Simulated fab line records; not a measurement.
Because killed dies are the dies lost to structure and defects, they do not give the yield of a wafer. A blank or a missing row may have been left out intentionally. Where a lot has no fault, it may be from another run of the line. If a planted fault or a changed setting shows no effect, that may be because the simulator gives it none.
Lot-split experiment | flow rit-cmos | on a route of 202 steps: 5 lots, 23 wafers read

THE SPLIT ITSELF
At RIT_PWELL_IMPLANT_08, the setting dose-cm2 was moved away from the recipe's 7e+13 on 10 of the 23 wafers read, by -6.8% to +6.0%. All remaining wafers had this setting at the recipe value.

FROM THE SPLIT TO THE READING: what the file shows between them, 3 steps
- RIT_PWELL_STRIP_09: strips in O2, time 180 s
- RIT_PWELL_TW_MEAS_10
- RIT_WELLDRIVE_ANNEAL_00: time 14700 s

THE READING
Measured at RIT_WELLDRIVE_RS_MEAS_02 by four-point probe: PWELL_RS, in ohm/sq. Typical for fault-free wafers on this fab line: 429.8 ohm/sq, with standard deviation 1.2 ohm/sq.

wafer  | tool, chamber at the split | dose-cm2 as run | against the recipe | PWELL_RS, ohm/sq | against lot-mates on the recipe
L075.1 | implanter-04, 0            | 7e+13           | recipe             | 429.9            | -
L075.2 | implanter-04, 0            | 7.417e+13       | +6.0%              | 414.0            | -15.4
L075.3 | implanter-04, 0            | 7.417e+13       | +6.0%              | 414.4            | -15.0
L075.4 | implanter-04, 0            | 7e+13           | recipe             | 428.9            | -
L075.5 | implanter-04, 0            | 7.417e+13       | +6.0%              | 412.5            | -16.9
L077.2 | implanter-01, 0            | 7e+13           | recipe             | 429.4            | -
L077.5 | implanter-01, 0            | 7e+13           | recipe             | 429.1            | -
L077.6 | implanter-01, 0            | 7e+13           | recipe             | 430.0            | -
L078.1 | implanter-03, 0            | 6.521e+13       | -6.8%              | 450.2            | +19.7
L078.2 | implanter-03, 0            | 6.521e+13       | -6.8%              | 449.6            | +19.1
L078.3 | implanter-03, 0            | 7e+13           | recipe             | 431.4            | -
L078.5 | implanter-03, 0            | 6.521e+13       | -6.8%              | 451.8            | +21.3
L078.6 | implanter-03, 0            | 7e+13           | recipe             | 429.7            | -
L079.2 | implanter-04, 0            | 6.649e+13       | -5.0%              | 445.0            | +14.7
L079.3 | implanter-04, 0            | 6.649e+13       | -5.0%              | 444.2            | +13.9
L079.4 | implanter-04, 0            | 7e+13           | recipe             | 430.2            | -
L079.5 | implanter-04, 0            | 7e+13           | recipe             | 430.6            | -
L079.6 | implanter-04, 0            | 7e+13           | recipe             | 430.1            | -
L085.1 | implanter-01, 0            | 7e+13           | recipe             | 430.2            | -
L085.2 | implanter-01, 0            | 7e+13           | recipe             | 431.5            | -
L085.3 | implanter-01, 0            | 7e+13           | recipe             | 431.6            | -
L085.5 | implanter-01, 0            | 7.401e+13       | +5.7%              | 415.4            | -15.7
L085.6 | implanter-01, 0            | 7.401e+13       | +5.7%              | 416.5            | -14.6

THE FIT
A straight line over all 23 wafers: PWELL_RS changes by -2.81 ohm/sq for each +1% of dose-cm2; r = -1.00; the points scatter about the line by 1 ohm/sq.
The same after taking each lot's own level away (the mean of its wafers on the recipe; 23 wafers): -2.78 ohm/sq for each +1%; r = -1.00; scatter 0.78 ohm/sq.
That fit puts the effect of the largest move of dose-cm2 on the reading at 19 ohm/sq.
Across the lots, their own levels run from 429.40 to 431.10 ohm/sq, a range of 1.4 times the standard deviation given above.
So the lot-to-lot level changes the slope little: the two slopes agree.
Check: +19.3 ohm/sq against its lot-mates is what the line predicts for one of the wafers moved furthest among these (-6.8%) when that wafer is left out of the fit. Against them it came out at +19.7 ohm/sq.

THE OTHER SPLITS THESE WAFERS WENT THROUGH
Before the reading, these wafers also passed through other splits. Each is held against what the fit with the lots' levels taken away leaves over:
other split on the same wafers      | wafers away from the commonest value | r with PWELL_RS (lot level and that fit taken away)
RIT_ACTIVE_CVD_03 sih2cl2-flow-sccm | 15                                   | +0.05
RIT_FOX2_OXIDATION_00 ox-time-s     | 18                                   | +0.18
RIT_PWELL_COAT_01 spin-rpm          | 7                                    | -0.18

THE WHOLE CHAIN: every reading that the file lists as answering this split, in the file's order
step                     | what it does                 | reading  | change (the file's fit)           | r (the file's)
RIT_PWELL_TW_MEAS_10     |                              | PWELL_TW | +3.44 for each +1% of the setting | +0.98
RIT_WELLDRIVE_RS_MEAS_02 | measures by four-point-probe | PWELL_RS | -2.77 for each +1% of the setting | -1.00

THE FILE'S OWN FIT
PWELL_RS changes by -2.77 ohm/sq for each +1% of dose-cm2, r = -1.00.
